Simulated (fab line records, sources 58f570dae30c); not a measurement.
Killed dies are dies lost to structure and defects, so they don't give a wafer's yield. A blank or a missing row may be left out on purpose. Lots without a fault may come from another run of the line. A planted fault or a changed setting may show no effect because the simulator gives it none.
A struck lot beside a sound one | flow berkeley_cmos170 | 24 steps out of a route of 331
Sound: wafers L276.1, L276.2, L276.5. Struck: wafers L289.1, L289.3, L289.6. The cause comes at the end.
At each step with rows: each side's tool, then ch and its chambers, then its first start. Under that, the readings that differ: sound wafers | struck wafers | difference of the means | sigmas: that difference in standard deviations of wafers without a fault.
alike: readings whose means differ by less than 2 such deviations, and words and numbers that are the same on both sides. not compared: withheld readings, readings that some wafer has no value for, bounds like >300 that may hide the same value, and numbers for which the record gives no deviation and whose values overlap.
The two part at a step that has a row with sigmas, a row that says differs or no value, or rows on one side only. Numbers that don't overlap but have no deviation are shown without sigmas and don't part them. A reading that every wafer of one side lacks parts them only if that side has two wafers or more.

first, 4 steps without rows for these wafers: UCB170_PWELL_WET_ETCH_19 (etches Si3N4 in H3PO4, time 14400 s); UCB170_PWELL_WET_ETCH_20 (etches SiO2 in BOE, time 22 s); UCB170_WELLDRIVE_CLEAN_00 (cleans in SPM, time 600 s); UCB170_WELLDRIVE_OXIDATION_01 (target thk 199 nm, ox time 9000 s).
UCB170_WELLDRIVE_THK_MEAS_02:
  sound on film_metro-04, day 4 01:43; struck on film_metro-01, day 6 18:10
  alike: WELLDRIVE_OXIDE_THK
then, 5 steps without rows for these wafers: UCB170_WELLDRIVE_ANNEAL_03 (time 900 s); UCB170_WELLDRIVE_WET_ETCH_04 (etches SiO2 in BOE, time 120 s); UCB170_ACTIVE_CLEAN_00 (cleans in SPM, time 600 s); UCB170_ACTIVE_CLEAN_01 (cleans in dHF, time 60 s); UCB170_ACTIVE_OXIDATION_02 (target thk 26.4 nm, ox time 1260 s).
UCB170_ACTIVE_THK_MEAS_03:
  sound on film_metro-02, day 4 12:34; struck on film_metro-03, day 7 02:22
  alike: ACTIVE_OXIDE_THK
then, 1 step without rows for these wafers: UCB170_ACTIVE_ANNEAL_04 (time 900 s).
UCB170_ACTIVE_CVD_05: deposits Si3N4 from SiH2Cl2/NH3, target thk 220 nm, time 3300 s.
  sound on lpcvd-01 ch 1, day 4 18:04; struck on lpcvd-01 ch 1, day 7 07:30
  reading                                  | sound             | struck            | difference | sigmas
  model.Si3N4_of_ACTIVE_CVD_05.thk_nm (nm) | 220.5 222.1 221.7 | 349.4 350.2 349.2 | +128.2     |
UCB170_ACTIVE_THK_MEAS_06:
  sound on film_metro-04, day 4 19:59; struck on film_metro-03, day 7 09:25
  reading                 | sound             | struck            | difference | sigmas
  ACTIVE_NITRIDE_THK (nm) | 220.3 222.0 221.7 | 349.7 350.2 349.1 | +128.3     | +75
then, 6 steps without rows for these wafers: UCB170_ACTIVE_HMDS_07 (prime time 60 s); UCB170_ACTIVE_COAT_08 (resist thk 900 nm); UCB170_ACTIVE_SOFTBAKE_09 (time 60 s); UCB170_ACTIVE_EXPOSE_10 (exposes mask ACTIVE, target cd 1200 nm); UCB170_ACTIVE_PEB_11; UCB170_ACTIVE_DEVELOP_12 (develop time 45 s).
UCB170_ACTIVE_CD_MEAS_13: target cd 1200 nm.
  sound on cd_sem-02, day 4 21:34; struck on cd_sem-02, day 7 10:27
  alike: cd_nm
UCB170_ACTIVE_OVL_MEAS_14:
  sound on overlay-01, day 4 21:41; struck on overlay-01, day 7 10:34
  alike: ACTIVE_OVL
UCB170_ACTIVE_ETCH_15: etches Si3N4 in CH3F/Ar/O2, stops on SiO2, target depth 242 nm, time 151 s.
  sound on rie_diel-03 ch 1,3, day 4 21:43; struck on rie_diel-03 ch 0,3, day 7 10:36
  reading                  | sound             | struck            | difference | sigmas
  oes_product_au (a.u.)    | 0.915 0.920 0.921 | 0.994 0.994 0.986 | +0.073     | +6
  model.etch.depth_nm (nm) | 220.5 222.1 221.7 | 238 250.6 238     | +21        |
  alike: chamber_pressure_mTorr, drypump_motor_current_A, throttle_valve_pct
  not compared: rf_hours_counter_h
UCB170_ACTIVE_STRIP_16: strips in O2.
  sound on plasma_asher-04 ch 0,1, day 4 21:49; struck on plasma_asher-02 ch 0,1, day 7 10:42
  alike: chamber_pressure_mTorr, drypump_motor_current_A, oes_product_au, strip_time_to_endpoint_s
  not compared: rf_hours_counter_h

WHERE THEY PART
First at UCB170_ACTIVE_THK_MEAS_06; last, within this record, at UCB170_ACTIVE_ETCH_15. Later steps at which nothing parts them and some readings are alike: UCB170_ACTIVE_STRIP_16.

WHY: what the simulator had put in
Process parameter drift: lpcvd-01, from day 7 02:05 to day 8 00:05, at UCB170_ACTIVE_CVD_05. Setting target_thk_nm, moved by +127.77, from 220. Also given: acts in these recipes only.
